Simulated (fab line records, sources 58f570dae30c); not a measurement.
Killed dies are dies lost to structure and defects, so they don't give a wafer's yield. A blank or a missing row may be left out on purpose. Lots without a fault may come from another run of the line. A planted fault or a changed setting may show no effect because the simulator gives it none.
Split-lot experiment | flow berkeley_cmos170 | 5 lots, 23 wafers read, on a route of 331 steps

THE SPLIT
At UCB170_V1_COAT_07 (resist thk 900 nm), the setting resist_thk_nm was moved away from the recipe's 900 nm on 9 of the 23 wafers read, by -3.6% to +2.1%. The other wafers ran this setting at the recipe's value.

FROM THE SPLIT TO THE READING: what the file shows between them, 2 steps
- UCB170_V1_SOFTBAKE_08: time 60 s
- UCB170_V1_EXPOSE_09: exposes mask VIA1, target cd 700 nm

THE READING
KrF_of_V1_COAT_07.thk_nm (the simulator's own value, which no gauge read), in nm, at UCB170_V1_ETCH_14 (etches SiO2 in CHF3/CF4/Ar, stops on Al, target depth 1250 nm, time 291 s). The file gives no usual value for it. The 14 wafers here that ran the recipe average 611.5 nm, standard deviation 4.4 nm.

wafer  | tool, chamber at the split | resist_thk_nm as run, nm | against the recipe | KrF_of_V1_COAT_07.thk_nm, nm | against lot-mates on the recipe
L076.1 | litho_track-01, 0          | 900                      | recipe             | 617.3                        | -
L076.2 | litho_track-01, 0          | 900                      | recipe             | 615.1                        | -
L076.3 | litho_track-01, 0          | 900                      | recipe             | 612.4                        | -
L076.4 | litho_track-01, 0          | 867.8                    | -3.6%              | 583.2                        | -31.7
L076.5 | litho_track-01, 0          | 867.8                    | -3.6%              | 579.9                        | -35.0
L078.1 | litho_track-04, 0          | 900                      | recipe             | 609                          | -
L078.3 | litho_track-04, 0          | 900                      | recipe             | 604.3                        | -
L078.6 | litho_track-04, 0          | 900                      | recipe             | 609.4                        | -
L079.1 | litho_track-01, 0          | 870.9                    | -3.2%              | 582.7                        | -28.7
L079.3 | litho_track-01, 0          | 870.9                    | -3.2%              | 582.8                        | -28.6
L079.4 | litho_track-01, 0          | 900                      | recipe             | 612.2                        | -
L079.6 | litho_track-01, 0          | 900                      | recipe             | 612.2                        | -
L079.5 | litho_track-01, 0          | 900                      | recipe             | 609.9                        | -
L082.1 | litho_track-02, 0          | 914.4                    | +1.6%              | 620.1                        | +14.6
L082.2 | litho_track-02, 0          | 900                      | recipe             | 607.1                        | -
L082.3 | litho_track-02, 0          | 914.4                    | +1.6%              | 616.9                        | +11.4
L082.4 | litho_track-02, 0          | 914.4                    | +1.6%              | 618.6                        | +13.1
L082.5 | litho_track-02, 0          | 900                      | recipe             | 604                          | -
L085.1 | litho_track-01, 0          | 900                      | recipe             | 614.7                        | -
L085.2 | litho_track-01, 0          | 918.7                    | +2.1%              | 635.7                        | +19.5
L085.3 | litho_track-01, 0          | 900                      | recipe             | 619.2                        | -
L085.4 | litho_track-01, 0          | 900                      | recipe             | 614.6                        | -
L085.5 | litho_track-01, 0          | 918.7                    | +2.1%              | 640.9                        | +24.7

THE FIT
A straight line over all 23 wafers: KrF_of_V1_COAT_07.thk_nm changes by +8.67 nm for each +1% of resist_thk_nm; r = +0.94; the points scatter about the line by 5.3 nm.
The same after taking each lot's own level away (the mean of its wafers on the recipe; 23 wafers): +9.22 nm for each +1%; r = +0.99; scatter 2.2 nm.
On that fit, the largest move of resist_thk_nm shifts the reading by 33 nm.
The lots' own levels span 605.55 to 616.17 nm, that is 2.4 times the standard deviation above.
So the lot-to-lot level changes the slope little: the two slopes agree.
Check: with one of the wafers moved furthest among these (-3.6%) left out of the fit, the line predicts -33.2 nm for it against its lot-mates. It came out at -31.7 nm against them.

THE WHOLE CHAIN: every reading that the file lists as answering this split, in the file's order
step               | what it does                                                              | reading                                                                   | change (the file's fit)              | r (the file's)
UCB170_V1_COAT_07  | resist thk 900 nm                                                         | KrF_of_V1_COAT_07.thk_nm (the simulator's own value, which no gauge read) | +9.12 nm for each +1% of the setting | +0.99
UCB170_V1_ETCH_14  | etches SiO2 in CHF3/CF4/Ar, stops on Al, target depth 1250 nm, time 291 s | KrF_of_V1_COAT_07.thk_nm (the simulator's own value, which no gauge read) | +9.26 nm for each +1% of the setting | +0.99
UCB170_V1_STRIP_15 | strips in O2                                                              | strip_time_to_endpoint_s                                                  | withheld for each +1% of the setting | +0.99

THE FILE'S OWN FIT
KrF_of_V1_COAT_07.thk_nm changes by +9.26 nm for each +1% of resist_thk_nm, r = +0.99.
